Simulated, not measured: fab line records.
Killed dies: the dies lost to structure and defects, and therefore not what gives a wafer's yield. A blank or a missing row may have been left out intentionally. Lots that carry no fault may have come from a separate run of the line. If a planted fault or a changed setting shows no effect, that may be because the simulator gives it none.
fab line records || flow berkeley_cmos170 || part 2 of 2: steps 34 to 46 of 46
record: {"lots": 5, "wafers": 15, "last_day": 11}
route steps=331 shown ACTIVE@71 PFIELD@79 FIELD@89 SACOX@97 SCREENOX@100 NVT@104 PVT@115
lots that met no fault: taken from a fault-free run of the same line
start_h: the number of hours between the record's first day and the start of the first shown wafer of the lot || wait_h: hours since the lot's step before || " the same as in the row above || L1.1+2: one row covering several wafers at once || - no value present, or no start provided || * or withheld: withheld || < > ~ a bound
route shown NAME@n: a module of which the file shows steps, and the number in the route of the first || usual: average and standard deviation across the fault-free wafers || same: alike in all rows || chamber/n: place in a boat || sites: the reading at each site || _std_site: the standard deviation of these || _edge_site: outer sites' mean less inner sites' || radius_mm: for every site, how far away it sits from the centre of the wafer || mask NAME#n: copy n || behind: tool/chamber where the wafer was last shaped || hold: cause of the lot's hold/its duration in hours/its outcome || device: the transistor (n, p or np) that didn't switch || end of line: at the end of the route, the tests of the same wafers || step lacking rows: just its recipe || killed: the dies lost at the first sort to structure and to defects; this is not the yield of the wafer || map: a wafer's dies, x killed, . not, _ none there
set.NAME: the setting the step ran with; set.NAME@STEP: the setting that earlier step ran with || model.NAME: the simulator's own value behind a step, which no gauge read
lots at some steps of the route; a table a step, a row a wafer
services: from which hour (start_h, from the record's first day; less than 0 if before it) a tool's chamber was out of use, for how many hours, and why
== steps ==
step: UCB170_NVT_HMDS_00
recipe: {"prime_time_s": 60, "prime_temp_c": 100}
{"lot.wafer": "L081.2+4+6", "tool": "litho_track-04", "chamber": 0, "start_h": 143.60, "wait_h": 0.0}
{"lot.wafer": "L089.2+3+6", "tool": "litho_track-03", "chamber": 0, "start_h": 189.23, "wait_h": 0.4}
{"lot.wafer": "L094.3+5+6", "tool": "litho_track-01", "chamber": 0, "start_h": 205.96, "wait_h": 0.2}
{"lot.wafer": "L095.1+4+6", "tool": "litho_track-01", "chamber": 0, "start_h": 206.36, "wait_h": 0.6}
{"lot.wafer": "L097.2+5+6", "tool": "litho_track-04", "chamber": 0, "start_h": 215.52, "wait_h": 0.4}
step: UCB170_NVT_COAT_01
recipe: {"resist": "KrF", "spin_rpm": 1500, "resist_thk_nm": 900}
{"lot.wafer": "L081.2+4+6", "tool": "litho_track-04", "chamber": 0, "start_h": 143.75, "wait_h": 0.1}
{"lot.wafer": "L089.2+3+6", "tool": "litho_track-03", "chamber": 0, "start_h": 189.38, "wait_h": 0.1}
{"lot.wafer": "L094.3+5+6", "tool": "litho_track-01", "chamber": 0, "start_h": 206.11, "wait_h": 0.1}
{"lot.wafer": "L095.1+4+6", "tool": "litho_track-01", "chamber": 0, "start_h": 206.51, "wait_h": 0.1}
{"lot.wafer": "L097.2+5+6", "tool": "litho_track-04", "chamber": 0, "start_h": 215.67, "wait_h": 0.1}
step: UCB170_NVT_SOFTBAKE_02
recipe: {"resist": "KrF", "temp_c": 130, "time_s": 60}
{"lot.wafer": "L081.2+4+6", "tool": "litho_track-04", "chamber": 0, "start_h": 143.90, "wait_h": 0.1}
{"lot.wafer": "L089.2+3+6", "tool": "litho_track-03", "chamber": 0, "start_h": 189.53, "wait_h": 0.1}
{"lot.wafer": "L094.3+5+6", "tool": "litho_track-01", "chamber": 0, "start_h": 206.26, "wait_h": 0.1}
{"lot.wafer": "L095.1+4+6", "tool": "litho_track-01", "chamber": 0, "start_h": 206.66, "wait_h": 0.1}
{"lot.wafer": "L097.2+5+6", "tool": "litho_track-04", "chamber": 0, "start_h": 215.82, "wait_h": 0.1}
step: UCB170_NVT_EXPOSE_03
recipe: {"mask_id": "PWELL", "target_cd_nm": 3000, "na": 0.5, "sigma_outer": 0.6, "source_shape": "conventional", "dose_mj": 30}
usual: {"exposure_dose_mJ_cm2": "29.993/0.028", "focus_offset_nm": "0.1/0.59"}
{"lot.wafer": "L081.2", "tool": "krf_scanner-02", "chamber": 0, "start_h": 144.05, "wait_h": 0.1, "mask": "PWELL#0", "exposure_dose_mJ_cm2": 30.019, "focus_offset_nm": -0.7}
{"lot.wafer": "L081.4", "tool": "krf_scanner-02", "chamber": 0, "start_h": 144.05, "wait_h": 0.1, "mask": "PWELL#0", "exposure_dose_mJ_cm2": 29.997, "focus_offset_nm": -0.5}
{"lot.wafer": "L081.6", "tool": "krf_scanner-02", "chamber": 0, "start_h": 144.05, "wait_h": 0.1, "mask": "PWELL#0", "exposure_dose_mJ_cm2": 30.018, "focus_offset_nm": -1.0}
{"lot.wafer": "L089.2", "tool": "krf_scanner-01", "chamber": 0, "start_h": 189.67, "wait_h": 0.1, "mask": "PWELL#0", "exposure_dose_mJ_cm2": 29.975, "focus_offset_nm": -0.5}
{"lot.wafer": "L089.3", "tool": "krf_scanner-01", "chamber": 0, "start_h": 189.67, "wait_h": 0.1, "mask": "PWELL#0", "exposure_dose_mJ_cm2": 30.001, "focus_offset_nm": -0.4}
{"lot.wafer": "L089.6", "tool": "krf_scanner-01", "chamber": 0, "start_h": 189.67, "wait_h": 0.1, "mask": "PWELL#0", "exposure_dose_mJ_cm2": 30.004, "focus_offset_nm": 0.4}
{"lot.wafer": "L094.3", "tool": "krf_scanner-02", "chamber": 0, "start_h": 206.39, "wait_h": 0.1, "mask": "PWELL#0", "exposure_dose_mJ_cm2": 29.986, "focus_offset_nm": -0.3}
{"lot.wafer": "L094.5", "tool": "krf_scanner-02", "chamber": 0, "start_h": 206.39, "wait_h": 0.1, "mask": "PWELL#0", "exposure_dose_mJ_cm2": 30.015, "focus_offset_nm": 0.4}
{"lot.wafer": "L094.6", "tool": "krf_scanner-02", "chamber": 0, "start_h": 206.39, "wait_h": 0.1, "mask": "PWELL#0", "exposure_dose_mJ_cm2": 30.039, "focus_offset_nm": 1.3}
{"lot.wafer": "L095.1", "tool": "krf_scanner-02", "chamber": 0, "start_h": 206.96, "wait_h": 0.3, "mask": "PWELL#0", "exposure_dose_mJ_cm2": 30.042, "focus_offset_nm": -0.2}
{"lot.wafer": "L095.4", "tool": "krf_scanner-02", "chamber": 0, "start_h": 206.96, "wait_h": 0.3, "mask": "PWELL#0", "exposure_dose_mJ_cm2": 30.018, "focus_offset_nm": -0.5}
{"lot.wafer": "L095.6", "tool": "krf_scanner-02", "chamber": 0, "start_h": 206.96, "wait_h": 0.3, "mask": "PWELL#0", "exposure_dose_mJ_cm2": 30.028, "focus_offset_nm": -0.4}
{"lot.wafer": "L097.2", "tool": "krf_scanner-02", "chamber": 0, "start_h": 216.38, "wait_h": 0.5, "mask": "PWELL#0", "exposure_dose_mJ_cm2": 29.992, "focus_offset_nm": -0.6}
{"lot.wafer": "L097.5", "tool": "krf_scanner-02", "chamber": 0, "start_h": 216.38, "wait_h": 0.5, "mask": "PWELL#0", "exposure_dose_mJ_cm2": 29.932, "focus_offset_nm": -0.2}
{"lot.wafer": "L097.6", "tool": "krf_scanner-02", "chamber": 0, "start_h": 216.38, "wait_h": 0.5, "mask": "PWELL#0", "exposure_dose_mJ_cm2": 29.982, "focus_offset_nm": -0.3}
step: UCB170_NVT_PEB_04
recipe: {"peb_temp_c": 130, "peb_time_s": "withheld", "resist": "KrF"}
{"lot.wafer": "L081.2+4+6", "tool": "litho_track-03", "chamber": 0, "start_h": 144.17, "wait_h": 0.1}
{"lot.wafer": "L089.2+3+6", "tool": "litho_track-04", "chamber": 0, "start_h": 190.27, "wait_h": 0.6}
{"lot.wafer": "L094.3+5+6", "tool": "litho_track-03", "chamber": 0, "start_h": 206.71, "wait_h": 0.3}
{"lot.wafer": "L095.1+4+6", "tool": "litho_track-03", "chamber": 0, "start_h": 207.38, "wait_h": 0.4}
{"lot.wafer": "L097.2+5+6", "tool": "litho_track-03", "chamber": 0, "start_h": 216.50, "wait_h": 0.1}
step: UCB170_NVT_DEVELOP_05
recipe: {"developer": "TMAH", "develop_time_s": 45, "resist": "KrF", "dev_temp_c": 21}
{"lot.wafer": "L081.2+4+6", "tool": "litho_track-03", "chamber": 0, "start_h": "-", "wait_h": "-"}
{"lot.wafer": "L089.2+3+6", "tool": "litho_track-04", "chamber": 0, "start_h": "-", "wait_h": "-"}
{"lot.wafer": "L094.3+5+6", "tool": "litho_track-03", "chamber": 0, "start_h": "-", "wait_h": "-"}
{"lot.wafer": "L095.1+4+6", "tool": "litho_track-03", "chamber": 0, "start_h": "-", "wait_h": "-"}
{"lot.wafer": "L097.2+5+6", "tool": "litho_track-03", "chamber": 0, "start_h": "-", "wait_h": "-"}
step: UCB170_NVT_OVL_MEAS_06
usual: {"NVT_OVL": "-3/5.3"}
{"lot.wafer": "L081.2", "tool": "overlay-01", "chamber": "-", "start_h": 144.43, "wait_h": "-", "NVT_OVL[nm]": 6}
{"lot.wafer": "L081.4", "tool": "overlay-01", "chamber": "-", "start_h": 144.43, "wait_h": "-", "NVT_OVL[nm]": 2}
{"lot.wafer": "L081.6", "tool": "overlay-01", "chamber": "-", "start_h": 144.43, "wait_h": "-", "NVT_OVL[nm]": 7}
{"lot.wafer": "L089.2", "tool": "overlay-01", "chamber": "-", "start_h": 190.52, "wait_h": "-", "NVT_OVL[nm]": -8}
{"lot.wafer": "L089.3", "tool": "overlay-01", "chamber": "-", "start_h": 190.52, "wait_h": "-", "NVT_OVL[nm]": -5}
{"lot.wafer": "L089.6", "tool": "overlay-01", "chamber": "-", "start_h": 190.52, "wait_h": "-", "NVT_OVL[nm]": -7}
{"lot.wafer": "L094.3", "tool": "overlay-02", "chamber": "-", "start_h": 206.95, "wait_h": "-", "NVT_OVL[nm]": -7}
{"lot.wafer": "L094.5", "tool": "overlay-02", "chamber": "-", "start_h": 206.95, "wait_h": "-", "NVT_OVL[nm]": -8}
{"lot.wafer": "L094.6", "tool": "overlay-02", "chamber": "-", "start_h": 206.95, "wait_h": "-", "NVT_OVL[nm]": -9}
{"lot.wafer": "L095.1", "tool": "overlay-02", "chamber": "-", "start_h": 207.66, "wait_h": "-", "NVT_OVL[nm]": -5}
{"lot.wafer": "L095.4", "tool": "overlay-02", "chamber": "-", "start_h": 207.66, "wait_h": "-", "NVT_OVL[nm]": -12}
{"lot.wafer": "L095.6", "tool": "overlay-02", "chamber": "-", "start_h": 207.66, "wait_h": "-", "NVT_OVL[nm]": -8}
{"lot.wafer": "L097.2", "tool": "overlay-02", "chamber": "-", "start_h": 216.75, "wait_h": "-", "NVT_OVL[nm]": -7}
{"lot.wafer": "L097.5", "tool": "overlay-02", "chamber": "-", "start_h": 216.75, "wait_h": "-", "NVT_OVL[nm]": -2}
{"lot.wafer": "L097.6", "tool": "overlay-02", "chamber": "-", "start_h": 216.75, "wait_h": "-", "NVT_OVL[nm]": 2}
step: UCB170_NVT_IMPLANT_07
recipe: {"species": "BF2", "dose_cm2": 3e+12, "energy_kev": 50, "tilt_deg": 7}
usual: {"end_station_pressure_torr": "5.01e-06/2.8e-07", "faraday_current_uA": "9.53/0.19"}
{"lot.wafer": "L081.2", "tool": "implanter-03", "chamber": 0, "start_h": 144.48, "wait_h": 0.0, "end_station_pressure_torr": 4.85e-06, "faraday_current_uA": 9.45}
{"lot.wafer": "L081.4", "tool": "implanter-03", "chamber": 0, "start_h": 144.48, "wait_h": 0.0, "end_station_pressure_torr": 4.67e-06, "faraday_current_uA": 9.38}
{"lot.wafer": "L081.6", "tool": "implanter-03", "chamber": 0, "start_h": 144.48, "wait_h": 0.0, "end_station_pressure_torr": 5.27e-06, "faraday_current_uA": 9.65}
{"lot.wafer": "L089.2", "tool": "implanter-04", "chamber": 0, "start_h": 190.58, "wait_h": 0.0, "end_station_pressure_torr": 4.53e-06, "faraday_current_uA": 9.26}
{"lot.wafer": "L089.3", "tool": "implanter-04", "chamber": 0, "start_h": 190.58, "wait_h": 0.0, "end_station_pressure_torr": 4.77e-06, "faraday_current_uA": 9.52}
{"lot.wafer": "L089.6", "tool": "implanter-04", "chamber": 0, "start_h": 190.58, "wait_h": 0.0, "end_station_pressure_torr": 4.81e-06, "faraday_current_uA": 9.62}
{"lot.wafer": "L094.3", "tool": "implanter-03", "chamber": 0, "start_h": 207.02, "wait_h": 0.1, "end_station_pressure_torr": 5.26e-06, "faraday_current_uA": 9.40}
{"lot.wafer": "L094.5", "tool": "implanter-03", "chamber": 0, "start_h": 207.02, "wait_h": 0.1, "end_station_pressure_torr": 5.31e-06, "faraday_current_uA": 9.44}
{"lot.wafer": "L094.6", "tool": "implanter-03", "chamber": 0, "start_h": 207.02, "wait_h": 0.1, "end_station_pressure_torr": 5.18e-06, "faraday_current_uA": 9.84}
{"lot.wafer": "L095.1", "tool": "implanter-03", "chamber": 0, "start_h": 207.69, "wait_h": 0.0, "end_station_pressure_torr": 5.12e-06, "faraday_current_uA": 9.45}
{"lot.wafer": "L095.4", "tool": "implanter-03", "chamber": 0, "start_h": 207.69, "wait_h": 0.0, "end_station_pressure_torr": 5.25e-06, "faraday_current_uA": 9.52}
{"lot.wafer": "L095.6", "tool": "implanter-03", "chamber": 0, "start_h": 207.69, "wait_h": 0.0, "end_station_pressure_torr": 5.54e-06, "faraday_current_uA": 9.68}
{"lot.wafer": "L097.2", "tool": "implanter-03", "chamber": 0, "start_h": 216.81, "wait_h": 0.0, "end_station_pressure_torr": 4.86e-06, "faraday_current_uA": 9.43}
{"lot.wafer": "L097.5", "tool": "implanter-03", "chamber": 0, "start_h": 216.81, "wait_h": 0.0, "end_station_pressure_torr": 4.98e-06, "faraday_current_uA": 9.49}
{"lot.wafer": "L097.6", "tool": "implanter-03", "chamber": 0, "start_h": 216.81, "wait_h": 0.0, "end_station_pressure_torr": 5.31e-06, "faraday_current_uA": 9.77}
step: UCB170_NVT_STRIP_08
recipe: {"chemistry": "O2", "power_w": 400, "pressure_mtorr": 3500, "platen_temp_c": "withheld", "o2_flow_sccm": 400, "overash_fraction": 0.5}
usual: {"drypump_motor_current_A": "5.8/0.42", "oes_product_au": "0.734/0.0041", "strip_time_to_endpoint_s": "21.62/0.077"}
{"lot.wafer": "L081.2", "tool": "plasma_asher-03", "chamber": 0, "start_h": 144.61, "wait_h": 0.1, "drypump_motor_current_A": 6.2, "oes_product_au": 0.734, "rf_hours_counter_h": 47, "strip_time_to_endpoint_s": 21.55}
{"lot.wafer": "L081.4", "tool": "plasma_asher-03", "chamber": 0, "start_h": 144.61, "wait_h": 0.1, "drypump_motor_current_A": 6.2, "oes_product_au": 0.732, "rf_hours_counter_h": "-", "strip_time_to_endpoint_s": 21.59}
{"lot.wafer": "L081.6", "tool": "plasma_asher-03", "chamber": 0, "start_h": 144.61, "wait_h": 0.1, "drypump_motor_current_A": 6.2, "oes_product_au": 0.739, "rf_hours_counter_h": "-", "strip_time_to_endpoint_s": 21.53}
{"lot.wafer": "L089.2", "tool": "plasma_asher-01", "chamber": 1, "start_h": 190.70, "wait_h": 0.1, "drypump_motor_current_A": 6.3, "oes_product_au": 0.737, "rf_hours_counter_h": 39, "strip_time_to_endpoint_s": 21.69}
{"lot.wafer": "L089.3", "tool": "plasma_asher-01", "chamber": 0, "start_h": 190.70, "wait_h": 0.1, "drypump_motor_current_A": 5.0, "oes_product_au": 0.729, "rf_hours_counter_h": "-", "strip_time_to_endpoint_s": 21.74}
{"lot.wafer": "L089.6", "tool": "plasma_asher-01", "chamber": 0, "start_h": 190.70, "wait_h": 0.1, "drypump_motor_current_A": 5.0, "oes_product_au": 0.730, "rf_hours_counter_h": "-", "strip_time_to_endpoint_s": 21.68}
{"lot.wafer": "L094.3", "tool": "plasma_asher-03", "chamber": 0, "start_h": 207.15, "wait_h": 0.1, "drypump_motor_current_A": 6.2, "oes_product_au": 0.738, "rf_hours_counter_h": "-", "strip_time_to_endpoint_s": 21.57}
{"lot.wafer": "L094.5", "tool": "plasma_asher-03", "chamber": 1, "start_h": 207.15, "wait_h": 0.1, "drypump_motor_current_A": 5.8, "oes_product_au": 0.732, "rf_hours_counter_h": "-", "strip_time_to_endpoint_s": 21.58}
{"lot.wafer": "L094.6", "tool": "plasma_asher-03", "chamber": 0, "start_h": 207.15, "wait_h": 0.1, "drypump_motor_current_A": 6.2, "oes_product_au": 0.735, "rf_hours_counter_h": "-", "strip_time_to_endpoint_s": 21.65}
{"lot.wafer": "L095.1", "tool": "plasma_asher-01", "chamber": 1, "start_h": 207.84, "wait_h": 0.1, "drypump_motor_current_A": 6.4, "oes_product_au": 0.735, "rf_hours_counter_h": 41, "strip_time_to_endpoint_s": 21.62}
{"lot.wafer": "L095.4", "tool": "plasma_asher-01", "chamber": 0, "start_h": 207.84, "wait_h": 0.1, "drypump_motor_current_A": 4.9, "oes_product_au": 0.731, "rf_hours_counter_h": "-", "strip_time_to_endpoint_s": 21.56}
{"lot.wafer": "L095.6", "tool": "plasma_asher-01", "chamber": 0, "start_h": 207.84, "wait_h": 0.1, "drypump_motor_current_A": 5.0, "oes_product_au": 0.740, "rf_hours_counter_h": "-", "strip_time_to_endpoint_s": 21.57}
{"lot.wafer": "L097.2", "tool": "plasma_asher-03", "chamber": 0, "start_h": 216.93, "wait_h": 0.1, "drypump_motor_current_A": 6.2, "oes_product_au": 0.741, "rf_hours_counter_h": 55, "strip_time_to_endpoint_s": 21.47}
{"lot.wafer": "L097.5", "tool": "plasma_asher-03", "chamber": 0, "start_h": 216.93, "wait_h": 0.1, "drypump_motor_current_A": 6.2, "oes_product_au": 0.738, "rf_hours_counter_h": "-", "strip_time_to_endpoint_s": 21.57}
{"lot.wafer": "L097.6", "tool": "plasma_asher-03", "chamber": 1, "start_h": 216.93, "wait_h": 0.1, "drypump_motor_current_A": 5.8, "oes_product_au": 0.732, "rf_hours_counter_h": "-", "strip_time_to_endpoint_s": 21.55}
step: UCB170_NVT_TW_MEAS_09
usual: {"NVT_TW": "525.3/2.9"}
{"lot.wafer": "L081.2", "tool": "film_metro-03", "chamber": "-", "start_h": 144.72, "wait_h": 0.1, "NVT_TW": 527.3}
{"lot.wafer": "L081.4", "tool": "film_metro-03", "chamber": "-", "start_h": 144.72, "wait_h": 0.1, "NVT_TW": 526.2}
{"lot.wafer": "L081.6", "tool": "film_metro-03", "chamber": "-", "start_h": 144.72, "wait_h": 0.1, "NVT_TW": 526.9}
{"lot.wafer": "L089.2", "tool": "film_metro-04", "chamber": "-", "start_h": 190.81, "wait_h": 0.1, "NVT_TW": 521.2}
{"lot.wafer": "L089.3", "tool": "film_metro-04", "chamber": "-", "start_h": 190.81, "wait_h": 0.1, "NVT_TW": 521.6}
{"lot.wafer": "L089.6", "tool": "film_metro-04", "chamber": "-", "start_h": 190.81, "wait_h": 0.1, "NVT_TW": 522.6}
{"lot.wafer": "L094.3", "tool": "film_metro-03", "chamber": "-", "start_h": 207.29, "wait_h": 0.1, "NVT_TW": 527.7}
{"lot.wafer": "L094.5", "tool": "film_metro-03", "chamber": "-", "start_h": 207.29, "wait_h": 0.1, "NVT_TW": 525.9}
{"lot.wafer": "L094.6", "tool": "film_metro-03", "chamber": "-", "start_h": 207.29, "wait_h": 0.1, "NVT_TW": 528.1}
{"lot.wafer": "L095.1", "tool": "film_metro-03", "chamber": "-", "start_h": 207.94, "wait_h": 0.1, "NVT_TW": 526.4}
{"lot.wafer": "L095.4", "tool": "film_metro-03", "chamber": "-", "start_h": 207.94, "wait_h": 0.1, "NVT_TW": 524.5}
{"lot.wafer": "L095.6", "tool": "film_metro-03", "chamber": "-", "start_h": 207.94, "wait_h": 0.1, "NVT_TW": 525.8}
{"lot.wafer": "L097.2", "tool": "film_metro-01", "chamber": "-", "start_h": 217.04, "wait_h": 0.1, "NVT_TW": 529.8}
{"lot.wafer": "L097.5", "tool": "film_metro-01", "chamber": "-", "start_h": 217.04, "wait_h": 0.1, "NVT_TW": 534.2}
{"lot.wafer": "L097.6", "tool": "film_metro-01", "chamber": "-", "start_h": 217.04, "wait_h": 0.1, "NVT_TW": 529.1}
step: UCB170_NVT_CLEAN_10
recipe: {"chemistry": "SPM", "temp_c": 120, "time_s": 600}
{"lot.wafer": "L081.2+4+6", "tool": "wet_bench-03", "chamber": 0, "start_h": 144.77, "wait_h": 0.0}
{"lot.wafer": "L089.2+3+6", "tool": "wet_bench-03", "chamber": 0, "start_h": 190.86, "wait_h": 0.0}
{"lot.wafer": "L094.3+5+6", "tool": "wet_bench-01", "chamber": 2, "start_h": 207.33, "wait_h": 0.0}
{"lot.wafer": "L095.1+4+6", "tool": "wet_bench-01", "chamber": 3, "start_h": 208.00, "wait_h": 0.1}
{"lot.wafer": "L097.2+5+6", "tool": "wet_bench-04", "chamber": 3, "start_h": 217.09, "wait_h": 0.0}
step: UCB170_PVT_HMDS_00
recipe: {"prime_time_s": 60, "prime_temp_c": 100}
{"lot.wafer": "L081.2+4+6", "tool": "litho_track-03", "chamber": 0, "start_h": 144.97, "wait_h": 0.0}
{"lot.wafer": "L089.2+3+6", "tool": "litho_track-03", "chamber": 0, "start_h": 191.41, "wait_h": 0.4}
{"lot.wafer": "L094.3+5+6", "tool": "litho_track-03", "chamber": 0, "start_h": 208.16, "wait_h": 0.7}
{"lot.wafer": "L095.1+4+6", "tool": "litho_track-02", "chamber": 0, "start_h": 209.07, "wait_h": 0.9}
{"lot.wafer": "L097.2+5+6", "tool": "litho_track-03", "chamber": 0, "start_h": 217.31, "wait_h": 0.0}
step: UCB170_PVT_COAT_01
recipe: {"resist": "KrF", "spin_rpm": 1500, "resist_thk_nm": 900}
{"lot.wafer": "L081.2+4+6", "tool": "litho_track-03", "chamber": 0, "start_h": 145.12, "wait_h": 0.1}
{"lot.wafer": "L089.2+3+6", "tool": "litho_track-03", "chamber": 0, "start_h": 191.56, "wait_h": 0.1}
{"lot.wafer": "L094.3+5+6", "tool": "litho_track-03", "chamber": 0, "start_h": 208.31, "wait_h": 0.1}
{"lot.wafer": "L095.1+4+6", "tool": "litho_track-02", "chamber": 0, "start_h": 209.22, "wait_h": 0.1}
{"lot.wafer": "L097.2+5+6", "tool": "litho_track-03", "chamber": 0, "start_h": 217.46, "wait_h": 0.1}
== services ==
{"tool": "implanter-03", "chamber": "-", "start_h": 89.77, "hours": 3.1, "kind": "pm"}
{"tool": "furnace-03", "chamber": "-", "start_h": 91.12, "hours": 4.6, "kind": "pm"}
{"tool": "plasma_asher-03", "chamber": "-", "start_h": 100.29, "hours": 2.8, "kind": "pm"}
{"tool": "wet_bench-03", "chamber": "-", "start_h": 103.17, "hours": 1.0, "kind": "repair"}
{"tool": "implanter-01", "chamber": "-", "start_h": 103.51, "hours": 2.2, "kind": "repair"}
{"tool": "wet_bench-01", "chamber": "-", "start_h": 105.86, "hours": 1.9, "kind": "pm"}
{"tool": "furnace-02", "chamber": "-", "start_h": 106.69, "hours": 3.4, "kind": "pm"}
{"tool": "implanter-04", "chamber": "-", "start_h": 117.76, "hours": 2.2, "kind": "repair"}
{"tool": "implanter-04", "chamber": "-", "start_h": 122.09, "hours": 4.0, "kind": "pm"}
{"tool": "rie_diel-02", "chamber": "-", "start_h": 129.99, "hours": 2.8, "kind": "pm"}
{"tool": "implanter-01", "chamber": "-", "start_h": 139.41, "hours": 2.5, "kind": "repair"}
{"tool": "implanter-01", "chamber": "-", "start_h": 140.97, "hours": 4.8, "kind": "repair"}
{"tool": "implanter-01", "chamber": "-", "start_h": 155.80, "hours": 3.9, "kind": "pm"}
{"tool": "implanter-04", "chamber": "-", "start_h": 161.80, "hours": 0.8, "kind": "repair"}
{"tool": "krf_scanner-02", "chamber": "-", "start_h": 171.85, "hours": 0.8, "kind": "pm"}
{"tool": "implanter-01", "chamber": "-", "start_h": 177.24, "hours": 7.2, "kind": "repair"}
{"tool": "implanter-01", "chamber": "-", "start_h": 181.61, "hours": 2.1, "kind": "repair"}
{"tool": "krf_scanner-01", "chamber": "-", "start_h": 182.35, "hours": 1.3, "kind": "pm"}
{"tool": "implanter-01", "chamber": "-", "start_h": 186.32, "hours": 3.0, "kind": "repair"}
{"tool": "implanter-02", "chamber": "-", "start_h": 190.92, "hours": 2.3, "kind": "repair"}
{"tool": "implanter-02", "chamber": "-", "start_h": 193.78, "hours": 1.8, "kind": "repair"}
{"tool": "furnace-03", "chamber": "-", "start_h": 200.84, "hours": 4.0, "kind": "pm"}
{"tool": "wet_bench-04", "chamber": "-", "start_h": 201.17, "hours": 2.5, "kind": "repair"}
{"tool": "krf_scanner-02", "chamber": "-", "start_h": 210.17, "hours": 1.0, "kind": "pm"}
